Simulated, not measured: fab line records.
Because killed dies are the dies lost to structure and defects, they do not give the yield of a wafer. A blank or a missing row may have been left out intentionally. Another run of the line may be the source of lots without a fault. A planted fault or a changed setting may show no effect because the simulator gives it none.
Code-filled problem report in 8D (eight disciplines) form | flow berkeley_cmos170 | the parts of the form that need people (team, actions taken, sign-off) are left out

== 1. THE PROBLEM ==
Mean of spin_speed_rpm at UCB170_GATE_COAT_07: 1556.6 rpm across 6 wafers in 2 lots; on wafers with no fault it is 1500.1 rpm (standard deviation 0.88). That is +64 standard deviations from the usual mean.
The step: resist thk 900 nm.
First observed at day 8 08:00: wafer L653.1, on litho_track-03. The record holds 18 wafers of 6 lots with a number at this step. Rule for "out", or "out of limits": more than 4 standard deviations from the usual mean. The rest of the wafers with a number are treated as sound.

== 2. WHAT IT IS AND WHAT IT IS NOT ==
question                    | is                     | is not
which readings at this step | spin_speed_rpm         | -
which lots                  | L653, L655             | L642, L646, L659, L660
which wafers of those lots  | all that have a number | -
read on which tools         | litho_track-03         | litho_track-01
when                        | from day 8 08:00       | up to then (6 sound wafers); but 6 sound wafers of L659, L660 came after

== 3. THE SUSPECTS, EACH WITH WHAT RULES IT OUT ==
Counting: any tool at a process step up to the reading is kept as a suspect provided that every lot that is out went through it and no sound lot did after the first of them.
- litho_track-03 at UCB170_GATE_COAT_07 (resist thk 900 nm): kept. It processed each lot that is out, first L653 at day 8 08:00, and no sound lot thereafter; up to then, the last sound lot it processed was L646 at day 6 22:00. Out on those wafers are its own readings of spin_speed_rpm.
Remaining after the count: litho_track-03 at UCB170_GATE_COAT_07.

== 4. THE CAUSE (what the simulator had put in) ==
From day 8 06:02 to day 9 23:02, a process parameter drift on litho_track-03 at UCB170_GATE_COAT_07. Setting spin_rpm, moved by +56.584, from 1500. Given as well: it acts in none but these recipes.
Counting left only this tool.

== 5. THE EFFECT CHAIN, in route order ==
Rows list readings where the struck wafers' mean (over those with a number) sits beyond 3 standard deviations from the usual. Only readings for which the record gives a usual standard deviation are gone through. hours: the time from each lot's start at the first step in this table that gives one to its start at this step, as a median over the lots. sigmas: the change in usual standard deviations.
hours | step                | reading        | usual      | on struck wafers | change | sigmas
0     | UCB170_GATE_COAT_07 | spin_speed_rpm | 1500.1 rpm | 1556.6           | +56.5  | +64
Here are the process steps it includes:
- UCB170_GATE_COAT_07: resist thk 900 nm.
Later measuring or inspecting steps at which every struck wafer that the step has a row for has a number for every such reading, and none has moved that far: UCB170_GATE_CD_MEAS_12, UCB170_GATE_OVL_MEAS_13.

== 6. HOW IT WOULD HAVE BEEN CAUGHT EARLIER ==
The fault began at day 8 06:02; the first out-of-limits reading in this record came at day 8 08:00, 2 hours later.
